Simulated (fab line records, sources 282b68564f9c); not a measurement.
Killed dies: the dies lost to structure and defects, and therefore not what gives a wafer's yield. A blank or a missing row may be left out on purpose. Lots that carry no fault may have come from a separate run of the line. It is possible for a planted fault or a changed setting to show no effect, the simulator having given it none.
fab line records	flow rit-cmos
[record] lots = 6	wafers = 18	last-day = 6
route steps=202 shown GATE@89 REOX@98 NLDD@103 PLDD@114 SPACER@125 M1@202
lots that met no fault: taken from a fault-free run of the same line
start-h: the number of hours between the record's first day and the start of the first shown wafer of the lot	wait-h: hours from the lot's prior step to this one	" unchanged from the row above	L1.1+2: one row covering several wafers at once	- either no value or no given start	* or withheld: withheld	< > ~ a bound
route shown NAME@n: a module of which the file shows steps, and the number in the route of the first	usual: average and standard deviation across the fault-free wafers	same: alike in all rows	chamber/n: place in a boat	sites: per-site readings	_std_site: their standard deviation	_edge_site: mean of outer sites minus mean of inner sites	radius-mm: how far each site lies from the wafer's centre	mask NAME#n: copy n	behind: the tool/chamber that last shaped the wafer	hold: why the lot went on hold/how many hours it stayed there/how the hold came to an end	device: the n, p or np transistor that did not switch	end of line: at the end of the route, the tests of the same wafers	a step with no rows: only its recipe	killed: at the first sort, the dies lost to defects and structure; wafer yield is something else	map: a wafer's dies, marking killed ones x, the rest . and places with no die _
set.NAME: the setting that was run; set.NAME@STEP: the one run at that earlier step	model.NAME: the simulator's own value behind a step, which no gauge read
certain route steps with their lots: each step a table, each wafer a row
services: from which hour (start-h, from the record's first day; less than 0 if before it) a tool's chamber was out of use, for how many hours, and why
[[steps]]
[step RIT_GATE_EXPOSE_13]
[recipe] mask-id = M6	na = 0.6	source-shape = conventional	sigma-outer = 0.6	target-cd-nm = 150	dose-mj = 388.1
[step RIT_GATE_PEB_14]
[recipe] resist = NOVOLAK	temp-c = withheld	time-s = withheld
[step RIT_GATE_DEVELOP_15]
[recipe] resist = NOVOLAK	develop-time-s = 50	dev-temp-c = 23
[step RIT_GATE_CD_MEAS_16]
[recipe] target-cd-nm = 150
[usual] cd-nm = 149.3/2.7
lot.wafer	tool	chamber	start-h	wait-h	cd-nm
L998.1	cd-sem-01	-	36.46	-	151.8
L998.2	"	-	"	"	152.8
L998.6	"	-	"	"	152.3
L104.1	cd-sem-01	-	65.86	-	150.3
L104.2	"	-	"	"	149.8
L104.5	"	-	"	"	148.4
L107.1	cd-sem-01	-	83.10	-	149.1
L107.2	"	-	"	"	145.8
L107.3	"	-	"	"	147.8
L110.1	cd-sem-02	-	97.57	-	147.6
L110.2	"	-	"	"	149.3
L110.6	"	-	"	"	148.6
L111.3	cd-sem-01	-	101.66	-	154.6
L111.4	"	-	"	"	152.9
L111.5	"	-	"	"	153.9
L114.1	cd-sem-01	-	117.55	-	150.3
L114.4	"	-	"	"	149.8
L114.6	"	-	"	"	149.3
[step RIT_GATE_OVL_MEAS_17]
[usual] GATE_OVL = 0.9/1.4
lot.wafer	tool	chamber	start-h	wait-h	GATE_OVL[nm]
L998.1	overlay-02	-	36.58	0.1	0.9
L998.2	"	-	"	"	0.0
L998.6	"	-	"	"	-1.4
L104.1	overlay-02	-	65.98	0.1	3.7
L104.2	"	-	"	"	2.1
L104.5	"	-	"	"	2.2
L107.1	overlay-02	-	83.22	0.1	-2.3
L107.2	"	-	"	"	-2.4
L107.3	"	-	"	"	-1.9
L110.1	overlay-01	-	97.69	0.1	-1.0
L110.2	"	-	"	"	2.3
L110.6	"	-	"	"	1.8
L111.3	overlay-02	-	101.75	0.1	2.7
L111.4	"	-	"	"	0.4
L111.5	"	-	"	"	2.3
L114.1	overlay-02	-	117.67	0.1	2.0
L114.4	"	-	"	"	3.1
L114.6	"	-	"	"	1.2
[step RIT_GATE_HARDBAKE_18]
[recipe] resist = NOVOLAK	temp-c = 140	time-s = 60
[step RIT_GATE_ETCH_19]
[recipe] chemistry = SF6/CHF3/O2	time-s = 165	SF6_flow_sccm = 30	CHF3_flow_sccm = 30	O2_flow_sccm = 5	target = poly-Si	pressure-mtorr = 40	rf-w = 160	target-depth-a = 3125	over-etch-frac = 0.25	stop-on = SiO2
[usual] drypump-motor-current-A = 5.6/0.44	oes-product-au = 0.852/0.014	throttle-valve-pct = 10.12/0.16
lot.wafer	tool	chamber	start-h	wait-h	drypump-motor-current-A	oes-product-au	rf-hours-counter-h	throttle-valve-pct
L998.1	rie-si-02	2	36.82	0.1	6.3	0.866	123	10.12
L998.2	"	0	"	"	5.0	0.874	73	10.14
L998.6	"	3	"	"	5.8	0.843	-	9.93
L104.1	rie-si-02	0	66.17	0.1	5.0	0.860	73	10.15
L104.2	"	1	"	"	5.0	0.838	1	10.20
L104.5	"	0	"	"	5.0	0.872	-	10.15
L107.1	rie-si-01	0	83.40	0.1	5.9	0.864	115	10.45
L107.2	"	2	"	"	5.3	0.828	89	9.93
L107.3	"	3	"	"	5.3	0.845	18	10.08
L110.1	rie-si-02	2	97.88	0.1	6.3	0.865	124	10.12
L110.2	"	0	"	"	5.0	0.861	73	10.14
L110.6	"	3	"	"	5.8	0.835	-	9.92
L111.3	rie-si-01	1	101.92	0.1	5.8	0.837	28	9.99
L111.4	"	0	"	"	5.9	0.868	116	10.44
L111.5	"	1	"	"	5.8	0.851	-	10.00
L114.1	rie-si-02	1	117.86	0.1	5.1	0.835	2	10.20
L114.4	"	2	"	"	6.3	0.860	124	10.13
L114.6	"	2	"	"	6.3	0.866	-	10.12
[step RIT_GATE_STRIP_20]
[recipe] chemistry = O2	time-s = 180	resist = NOVOLAK	platen-temp-c = withheld	power-w = 500	pressure-mtorr = 4000	o2-flow-sccm = 4000
[usual] drypump-motor-current-A = 5.3/0.44
lot.wafer	tool	chamber	start-h	wait-h	drypump-motor-current-A	rf-hours-counter-h
L998.1	plasma-asher-04	0	36.93	0.1	5.4	39
L998.2	"	1	"	"	5.0	39
L998.6	"	1	"	"	5.0	-
L104.1	plasma-asher-01	1	66.28	0.1	5.2	44
L104.2	"	0	"	"	6.3	44
L104.5	"	1	"	"	5.2	-
L107.1	plasma-asher-01	0	83.51	0.1	6.3	45
L107.2	"	1	"	"	5.2	45
L107.3	"	1	"	"	5.2	-
L110.1	plasma-asher-02	1	97.99	0.1	4.8	30
L110.2	"	0	"	"	5.4	30
L110.6	"	0	"	"	5.4	-
L111.3	plasma-asher-01	1	102.09	0.1	5.2	-
L111.4	"	0	"	"	6.3	-
L111.5	"	0	"	"	6.3	-
L114.1	plasma-asher-02	0	117.96	0.1	5.4	33
L114.4	"	0	"	"	5.4	-
L114.6	"	0	"	"	5.4	-
[step RIT_GATE_CD_MEAS_90]
[recipe] target-cd-nm = 150
[usual] cd-nm = 149.2/2.7
lot.wafer	tool	chamber	start-h	wait-h	cd-nm
L998.1	cd-sem-01	-	37.10	0.1	152.0
L998.2	"	-	"	"	152.6
L998.6	"	-	"	"	152.2
L104.1	cd-sem-02	-	66.45	0.1	150.5
L104.2	"	-	"	"	149.2
L104.5	"	-	"	"	148.7
L107.1	cd-sem-02	-	83.69	0.1	149.0
L107.2	"	-	"	"	145.6
L107.3	"	-	"	"	148.0
L110.1	cd-sem-01	-	98.16	0.1	147.3
L110.2	"	-	"	"	148.7
L110.6	"	-	"	"	148.3
L111.3	cd-sem-01	-	102.25	0.1	154.4
L111.4	"	-	"	"	153.1
L111.5	"	-	"	"	153.7
L114.1	cd-sem-02	-	118.14	0.1	150.4
L114.4	"	-	"	"	150.0
L114.6	"	-	"	"	149.3
[step RIT_REOX_CLEAN_00]
[recipe] chemistry = SC1	mix = 3:3:50	time-s = 600	temp-c = 75
[step RIT_REOX_CLEAN_01]
[recipe] chemistry = dHF	dilution = 50:1	time-s = 30
[step RIT_REOX_CLEAN_02]
[recipe] chemistry = SC2	mix = 3:3:50	time-s = 600	temp-c = 75	dry = n2-spin
[step RIT_REOX_OXIDATION_03]
[recipe] temp-c = 900	ambient = O2	target-thk-a = 252	ox-time-s = 5580
[usual] ox-time-s = 5580/0	spike-tc-source-C = 924.4/1.4
lot.wafer	tool	chamber	start-h	wait-h	ox-time-s	spike-tc-source-C	model.SiO2_of_REOX_OXIDATION_03.thk-nm
L998.1	furnace-04	0	37.84	0.3	5580	925.4	24.85
L998.2	"	0	"	"	5580	926.0	25.1
L998.6	"	0	"	"	5580	925.2	25.6
L104.1	furnace-03	0	66.96	0.0	5580	921.9	25.67
L104.2	"	0	"	"	5580	922.5	25.63
L104.5	"	0	"	"	5580	924.3	26.02
L107.1	furnace-03	0	84.19	0.0	8091	921.5	32.61
L107.2	"	0	"	"	8091	921.8	32.49
L107.3	"	0	"	"	8091	923.8	32.74
L110.1	furnace-03	0	99.44	0.8	8091	923.1	32.81
L110.2	"	0	"	"	8091	923.9	32.54
L110.6	"	0	"	"	8091	924.4	32.74
L111.3	furnace-04	0	102.81	0.1	5580	924.8	25.5
L111.4	"	0	"	"	5580	925.4	25.28
L111.5	"	0	"	"	5580	925.0	25.2
L114.1	furnace-04	0	118.63	0.0	5580	924.9	25.5
L114.4	"	0	"	"	5580	926.0	25.28
L114.6	"	0	"	"	5580	927.1	25.46
[step RIT_REOX_THK_MEAS_04]
[recipe] reads = SiO2_of_REOX_OXIDATION_03
[usual] REOX_OXIDE_THK = 25.3/0.35
lot.wafer	tool	chamber	start-h	wait-h	REOX_OXIDE_THK[nm]
L998.1	film-metro-03	-	40.39	0.0	24.9
L998.2	"	-	"	"	25.1
L998.6	"	-	"	"	25.6
L104.1	film-metro-04	-	69.51	0.0	25.7
L104.2	"	-	"	"	25.7
L104.5	"	-	"	"	26.0
L107.1	film-metro-01	-	86.74	0.0	32.6
L107.2	"	-	"	"	32.5
L107.3	"	-	"	"	32.7
L110.1	film-metro-04	-	101.99	0.0	32.7
L110.2	"	-	"	"	32.5
L110.6	"	-	"	"	32.7
L111.3	film-metro-01	-	105.38	0.0	25.5
L111.4	"	-	"	"	25.3
L111.5	"	-	"	"	25.2
L114.1	film-metro-03	-	121.18	0.0	25.5
L114.4	"	-	"	"	25.3
L114.6	"	-	"	"	25.4
[step RIT_NLDD_HMDS_00]
[recipe] prime-time-s = 60	prime-temp-c = 140
[step RIT_NLDD_COAT_01]
[recipe] resist = NOVOLAK	spin-rpm = 3250	resist-thk-nm = 1000
[step RIT_NLDD_SOFTBAKE_02]
[recipe] resist = NOVOLAK	temp-c = 90	time-s = 60
[step RIT_NLDD_EXPOSE_03]
[recipe] mask-id = M7	na = 0.57	target-cd-nm = 40700	dose-mj = 250
[step RIT_NLDD_PEB_04]
[recipe] resist = NOVOLAK	temp-c = withheld	time-s = withheld
[step RIT_NLDD_DEVELOP_05]
[recipe] resist = NOVOLAK	develop-time-s = 50	dev-temp-c = 23
[step RIT_NLDD_OVL_MEAS_06]
[usual] NLDD_OVL = 0.1/1.5
lot.wafer	tool	chamber	start-h	wait-h	NLDD_OVL[nm]
L998.1	overlay-02	-	41.43	-	-0.1
L998.2	"	-	"	"	-1.7
L998.6	"	-	"	"	-1.4
L104.1	overlay-01	-	70.59	-	1.7
L104.2	"	-	"	"	2.3
L104.5	"	-	"	"	2.1
L107.1	overlay-01	-	87.78	-	1.8
L107.2	"	-	"	"	-0.5
L107.3	"	-	"	"	-1.0
L110.1	overlay-01	-	103.02	-	-1.1
L110.2	"	-	"	"	-1.0
L110.6	"	-	"	"	-1.7
L111.3	overlay-01	-	106.41	-	2.3
L111.4	"	-	"	"	3.5
L111.5	"	-	"	"	2.3
L114.1	overlay-01	-	122.21	-	1.5
L114.4	"	-	"	"	0.0
L114.6	"	-	"	"	-0.1
[step RIT_NLDD_HARDBAKE_07]
[recipe] resist = NOVOLAK	temp-c = 140	time-s = 60
[step RIT_NLDD_IMPLANT_08]
[recipe] species = P	energy-kev = 20	dose-cm2 = 4.967e+14	tilt-deg = 7
[step RIT_NLDD_STRIP_09]
[recipe] chemistry = O2	time-s = 180	resist = NOVOLAK	platen-temp-c = withheld	power-w = 500	pressure-mtorr = 4000	o2-flow-sccm = 4000
[usual] drypump-motor-current-A = 5.6/0.44
lot.wafer	tool	chamber	start-h	wait-h	drypump-motor-current-A	rf-hours-counter-h
L998.1	plasma-asher-03	1	41.77	0.1	6.0	40
L998.2	"	0	"	"	5.5	40
L998.6	"	0	"	"	5.5	-
L104.1	plasma-asher-03	0	70.92	0.1	5.5	43
L104.2	"	1	"	"	6.0	43
L104.5	"	1	"	"	6.0	-
L107.1	plasma-asher-02	1	88.11	0.1	4.8	29
L107.2	"	0	"	"	5.4	29
L107.3	"	0	"	"	5.4	-
L110.1	plasma-asher-02	1	103.36	0.1	4.8	31
L110.2	"	0	"	"	5.4	31
L110.6	"	0	"	"	5.4	-
L111.3	plasma-asher-03	0	106.79	0.1	5.5	-
L111.4	"	1	"	"	6.0	-
L111.5	"	0	"	"	5.5	-
L114.1	plasma-asher-01	0	122.55	0.1	6.3	49
L114.4	"	0	"	"	6.3	-
L114.6	"	0	"	"	6.3	-
[step RIT_NLDD_TW_MEAS_10]
[usual] NLDD_TW = 2497/14
lot.wafer	tool	chamber	start-h	wait-h	NLDD_TW
L998.1	film-metro-04	-	41.94	0.1	2481
L998.2	"	-	"	"	2472
L998.6	"	-	"	"	2482
L104.1	film-metro-02	-	71.10	0.1	2482
L104.2	"	-	"	"	2480
L104.5	"	-	"	"	2484
L107.1	film-metro-04	-	88.29	0.1	2479
L107.2	"	-	"	"	2473
L107.3	"	-	"	"	2481
L110.1	film-metro-01	-	103.53	0.1	2502
L110.2	"	-	"	"	2521
L110.6	"	-	"	"	2502
L111.3	film-metro-02	-	106.93	0.1	2493
L111.4	"	-	"	"	2507
L111.5	"	-	"	"	2502
L114.1	film-metro-04	-	122.72	0.1	2481
L114.4	"	-	"	"	2486
L114.6	"	-	"	"	2500
[step RIT_PLDD_HMDS_00]
[recipe] prime-time-s = 60	prime-temp-c = 140
[step RIT_PLDD_COAT_01]
[recipe] resist = NOVOLAK	spin-rpm = 3250	resist-thk-nm = 1000
[step RIT_PLDD_SOFTBAKE_02]
[recipe] resist = NOVOLAK	temp-c = 90	time-s = 60
[step RIT_PLDD_EXPOSE_03]
[recipe] mask-id = M8	na = 0.57	target-cd-nm = 40900	dose-mj = 250
[step RIT_PLDD_PEB_04]
[recipe] resist = NOVOLAK	temp-c = withheld	time-s = withheld
[step RIT_PLDD_DEVELOP_05]
[recipe] resist = NOVOLAK	develop-time-s = 50	dev-temp-c = 23
[step RIT_PLDD_OVL_MEAS_06]
[usual] PLDD_OVL = 0.6/1.3
lot.wafer	tool	chamber	start-h	wait-h	PLDD_OVL[nm]
L998.1	overlay-01	-	42.93	-	-0.5
L998.2	"	-	"	"	0.3
L998.6	"	-	"	"	1.3
L104.1	overlay-02	-	72.01	-	-0.9
L104.2	"	-	"	"	-2.0
L104.5	"	-	"	"	1.3
L107.1	overlay-01	-	89.32	-	-0.9
L107.2	"	-	"	"	1.2
L107.3	"	-	"	"	-1.3
L110.1	overlay-01	-	104.57	-	0.4
L110.2	"	-	"	"	2.6
L110.6	"	-	"	"	0.9
L111.3	overlay-01	-	107.83	-	0.7
L111.4	"	-	"	"	0.3
L111.5	"	-	"	"	-0.1
L114.1	overlay-01	-	123.76	-	3.3
L114.4	"	-	"	"	2.0
L114.6	"	-	"	"	0.5
[step RIT_PLDD_HARDBAKE_07]
[recipe] resist = NOVOLAK	temp-c = 140	time-s = 60
[step RIT_PLDD_IMPLANT_08]
[recipe] species = BF2	energy-kev = 20	dose-cm2 = 8.841e+14	tilt-deg = 7
[step RIT_PLDD_STRIP_09]
[recipe] chemistry = O2	time-s = 180	resist = NOVOLAK	platen-temp-c = withheld	power-w = 500	pressure-mtorr = 4000	o2-flow-sccm = 4000
[usual] drypump-motor-current-A = 5.6/0.36
lot.wafer	tool	chamber	start-h	wait-h	drypump-motor-current-A	rf-hours-counter-h
L998.1	plasma-asher-03	1	43.26	0.1	6.0	40
L998.2	"	0	"	"	5.5	40
L998.6	"	1	"	"	6.0	-
L104.1	plasma-asher-03	0	72.34	0.1	5.5	43
L104.2	"	1	"	"	6.0	43
L104.5	"	0	"	"	5.5	-
L107.1	plasma-asher-04	1	89.66	0.1	5.0	44
L107.2	"	0	"	"	5.4	44
L107.3	"	0	"	"	5.4	-
L110.1	plasma-asher-03	0	104.90	0.1	5.5	47
L110.2	"	1	"	"	6.0	47
L110.6	"	0	"	"	5.5	-
L111.3	plasma-asher-03	0	108.21	0.1	5.5	-
L111.4	"	1	"	"	6.0	-
L111.5	"	1	"	"	6.0	-
L114.1	plasma-asher-03	0	124.09	0.1	5.5	1
L114.4	"	1	"	"	6.0	-
L114.6	"	0	"	"	5.5	-
[step RIT_PLDD_TW_MEAS_10]
[usual] PLDD_TW = 2347/12
lot.wafer	tool	chamber	start-h	wait-h	PLDD_TW
L998.1	film-metro-04	-	43.44	0.1	2322
L998.2	"	-	"	"	2331
L998.6	"	-	"	"	2338
L104.1	film-metro-04	-	72.52	0.1	2331
L104.2	"	-	"	"	2326
L104.5	"	-	"	"	2345
L107.1	film-metro-01	-	89.83	0.1	2353
L107.2	"	-	"	"	2374
L107.3	"	-	"	"	2358
L110.1	film-metro-04	-	105.08	0.1	2338
L110.2	"	-	"	"	2344
L110.6	"	-	"	"	2335
L111.3	film-metro-04	-	108.35	0.1	2344
L111.4	"	-	"	"	2348
L111.5	"	-	"	"	2331
L114.1	film-metro-02	-	124.27	0.1	2342
L114.4	"	-	"	"	2342
L114.6	"	-	"	"	2344
[step RIT_SPACER_CLEAN_00]
[recipe] chemistry = SC1	mix = 3:3:50	time-s = 600	temp-c = 75
lot.wafer	tool	chamber	start-h	wait-h	model.SiO2_of_REOX_OXIDATION_03.thk-nm
L998.1	wet-bench-01	2	43.50	0.1	22.93
L998.2	"	2	"	"	23.16
L998.6	"	2	"	"	23.62
L104.1	wet-bench-01	3	72.58	0.1	23.71
L104.2	"	3	"	"	23.66
L104.5	"	3	"	"	24.02
L107.1	wet-bench-02	0	89.89	0.1	30.07
L107.2	"	0	"	"	29.97
L107.3	"	0	"	"	30.2
L110.1	wet-bench-01	0	105.14	0.1	30.23
L110.2	"	0	"	"	30
L110.6	"	0	"	"	30.19
L111.3	wet-bench-01	1	108.39	0.0	23.52
L111.4	"	1	"	"	23.31
L111.5	"	1	"	"	23.24
L114.1	wet-bench-02	2	124.33	0.1	23.53
L114.4	"	2	"	"	23.32
L114.6	"	2	"	"	23.5
[step RIT_SPACER_CLEAN_01]
[recipe] chemistry = dHF	dilution = 50:1	time-s = 30
[step RIT_M1_PROBE_99]
[usual] killed_at_M0_to_M3 = 0.0/0.12	killed-at-contacts = 0.1/0.35	killed-at-front-end = 6.6/2.7	killed-dies = 6.7/2.8	killed-open = 3.4/2.1	killed-short = 3.3/1.8
[same] gross-dies = 264	killed_at_M4_up = 0	killed-at-back-side = 0	killed-at-other = 0
lot.wafer	tool	chamber	start-h	wait-h	killed_at_M0_to_M3	killed-at-contacts	killed-at-front-end	killed-dies	killed-open	killed-short	model.etest.pmos-turned.r-on-ohm-um	model.etest.pmos_0p3.r-on-ohm-um	model.etest.pmos_0p15.r-on-ohm-um	model.etest.pldd.rs-ohm-sq	model.etest.nmos_0p15.r-on-ohm-um	model.etest.nmos_0p3.r-on-ohm-um	model.etest.pldd.line-ohm-um	model.etest.nldd.rs-ohm-sq
L998.1	prober-02	-	57.97	0.1	0	0	7	7	4	3	3250	5860	2635	476.4	1138	2075	150.3	390.8
L998.2	prober-02	-	58.02	0.1	0	0	3	3	3	0	3300	5932	2654	482.9	1150	2110	151.1	397.7
L998.6	prober-02	-	58.22	0.2	0	1	5	6	2	4	3375	6025	2721	505.9	1140	2111	161.4	408
L104.1	prober-02	-	86.96	0.1	0	0	5	5	2	3	3507	6078	2786	533.1	1158	2115	169.8	382.4
L104.2	prober-02	-	87.01	0.1	0	0	8	8	2	6	3416	6015	2717	527.6	1130	2086	167.4	379.8
L104.5	prober-02	-	87.16	0.2	0	0	11	11	6	5	3545	6210	2792	548.1	1148	2124	173.6	385.8
L107.1	prober-01	-	103.67	0.1	0	0	7	7	3	4	6252	6847	3636	1208	1468	2398	372.8	608.8
L107.2	prober-01	-	103.72	0.1	0	0	8	8	5	3	6084	6832	3594	1182	1470	2418	371.8	599.9
L107.3	prober-01	-	103.77	0.2	0	0	9	9	8	1	6467	6960	3667	1214	1435	2390	380.7	609.8
L110.1	prober-02	-	120.05	0.1	0	0	9	9	4	5	8398	7516	4125	1454	1445	2417	450.2	568.2
L110.2	prober-02	-	120.10	0.1	0	0	4	4	3	1	7672	7298	3995	1376	1392	2367	430.6	558.7
L110.6	prober-02	-	120.30	0.2	1	0	10	11	2	9	8318	7560	4091	1432	1376	2394	445.1	561.3
L111.3	prober-01	-	121.87	0.2	0	3	14	17	7	7	3400	5864	2756	517	1169	2090	164.4	378.1
L111.4	prober-01	-	121.92	0.2	0	1	9	10	6	4	3277	5887	2677	507.4	1123	2051	159.4	375.6
L111.5	prober-01	-	121.97	0.2	0	0	6	6	2	4	3352	5882	2747	500.2	1167	2091	158.9	376.8
L114.1	prober-02	-	137.64	0.1	0	0	9	9	4	5	3426	6091	2761	518.6	1159	2099	162.4	388.6
L114.4	prober-02	-	137.79	0.2	0	0	5	5	3	2	3298	5935	2642	509.5	1062	2027	163.2	381.9
L114.6	prober-02	-	137.89	0.2	0	0	5	5	0	3	3318	5879	2674	514.2	1121	2065	162.3	386.2
// killed by level:class
L998.1 REOX:geometric-particle:open=2 FOX1:geometric-particle:open=1 FOX2:geometric-particle:short=1 GATE:geometric-particle:open=1 GATE:geometric-particle:short=1 SPACER:geometric-particle:short=1
L998.2 FOX2:geometric-particle:open=1 GATE:geometric-particle:open=1 SILICIDE:geometric-particle:open=1
L998.6 FOX2:geometric-particle:short=1 GATE:geometric-particle:open=1 REOX:geometric-particle:short=1 SPACER:geometric-particle:open=1 SILICIDE:geometric-particle:short=1 CONTACT:geometric-particle:short=1
L104.1 GATE:geometric-particle:open=2 SPACER:geometric-particle:short=2 GATE:geometric-particle:short=1
L104.2 SPACER:geometric-particle:short=3 FOX1:geometric-particle:short=1 FOX2:geometric-particle:open=1 GATE:geometric-particle:open=1 GATE:geometric-particle:short=1 SILICIDE:geometric-particle:short=1
L104.5 GATE:geometric-particle:open=2 REOX:geometric-particle:short=2 FOX1:geometric-particle:open=1 FOX1:geometric-particle:short=1 FOX2:geometric-particle:open=1 GATE:geometric-particle:short=1 SPACER:geometric-particle:open=1 SPACER:geometric-particle:short=1
L107.1 GATE:geometric-particle:short=2 FOX1:geometric-particle:open=1 FOX1:geometric-particle:short=1 FOX2:geometric-particle:open=1 SPACER:geometric-particle:short=1 SPACER:geometric-particle:open=1
L107.2 SPACER:geometric-particle:short=3 FOX1:geometric-particle:open=2 GATE:geometric-particle:open=1 REOX:geometric-particle:open=1 SILICIDE:geometric-particle:open=1
L107.3 FOX1:geometric-particle:open=3 GATE:geometric-particle:open=3 FOX2:geometric-particle:open=1 GATE:geometric-particle:short=1 SILICIDE:geometric-particle:open=1
L110.1 GATE:geometric-particle:short=3 GATE:geometric-particle:open=2 FOX1:geometric-particle:open=1 FOX1:geometric-particle:short=1 FOX2:geometric-particle:open=1 SILICIDE:geometric-particle:short=1
L110.2 SPACER:geometric-particle:open=2 GATE:geometric-particle:open=1 SILICIDE:geometric-particle:short=1
L110.6 GATE:geometric-particle:short=4 SILICIDE:geometric-particle:short=2 ACTIVE:geometric-particle:short=1 GATE:geometric-particle:open=1 SPACER:geometric-particle:open=1 SPACER:geometric-particle:short=1 M1:geometric-particle:short=1
L111.3 FOX1:geometric-particle:short=4 CONTACT:coat-microbubble-printed=3 FOX1:geometric-particle:open=2 GATE:geometric-particle:open=2 SPACER:geometric-particle:open=2 GATE:geometric-particle:short=1 SPACER:geometric-particle:short=1 SILICIDE:geometric-particle:short=1
L111.4 GATE:geometric-particle:open=3 SILICIDE:geometric-particle:short=3 FOX1:geometric-particle:short=1 SPACER:geometric-particle:open=1 SILICIDE:geometric-particle:open=1 CONTACT:geometric-particle:open=1
L111.5 SPACER:geometric-particle:short=3 FOX1:geometric-particle:open=1 GATE:geometric-particle:short=1 SILICIDE:geometric-particle:open=1
L114.1 FOX1:geometric-particle:short=3 GATE:geometric-particle:short=2 SILICIDE:geometric-particle:open=2 GATE:geometric-particle:open=1 SPACER:geometric-particle:open=1
L114.4 FOX1:geometric-particle:open=2 ACTIVE:geometric-particle:short=1 FOX1:geometric-particle:short=1 FOX2:geometric-particle:open=1
L114.6 GATE:geometric-particle:short=2 NRETRO:coat-microbubble-printed=2 SPACER:geometric-particle:short=1
[[services]]
tool	chamber	start-h	hours	kind
plasma-asher-02	-	29.96	0.8	repair
furnace-03	-	41.62	4.6	pm
furnace-04	-	98.79	4.0	pm
wet-bench-02	-	101.87	4.4	pm
plasma-asher-01	-	102.22	7.6	repair
plasma-asher-03	-	108.75	9.0	pm
plasma-asher-03	0	108.75	9.0	vent-cycle
plasma-asher-03	1	108.75	9.0	vent-cycle
rie-si-02	-	110.61	0.2	repair
plasma-asher-03	0	117.75	-	clean
plasma-asher-03	1	117.75	-	clean
rie-si-02	1	118.40	5.4	repair
[[key]]
[first-sign] step = RIT_REOX_OXIDATION_03	reading = ox-time-s	direction = up	sigmas = 99+	usual = *	struck = *
[effect] step = RIT_REOX_THK_MEAS_04	reading = REOX_OXIDE_THK	direction = up	sigmas = 21	usual = 25.3	struck = 32.6
[model-effect] step = RIT_REOX_OXIDATION_03	value = SiO2_of_REOX_OXIDATION_03.thk-nm	without = 25.55	struck = 32.65
[model-effect] step = RIT_SPACER_CLEAN_00	value = SiO2_of_REOX_OXIDATION_03.thk-nm	without = 23.56	struck = 30.11
[model-effect] step = RIT_M1_PROBE_99	value = etest.pmos-turned.r-on-ohm-um	without = 3310	struck = 7199
met-at RIT_REOX_OXIDATION_03
struck-wafers L107.1,L107.2,L107.3,L110.1,L110.2,L110.6
tester-left-out L107,L110
onset-between 66.96 84.19
[fault] kind = process-parameter-drift	tool = furnace-03	chamber = -	onset-h = 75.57	steps = RIT_REOX_OXIDATION_03	channel = ox-time-s	offset = *	shape = step	end-h = 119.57	acts-in = *	stated = *
// tester-left-out: of these lots the tester's yield and bins aren't shown, on N5 and GAA mostly nor the transistor test; their killed dies are dies lost to structure and defects alone, not to doping, threshold or leakage, so they don't give the yield
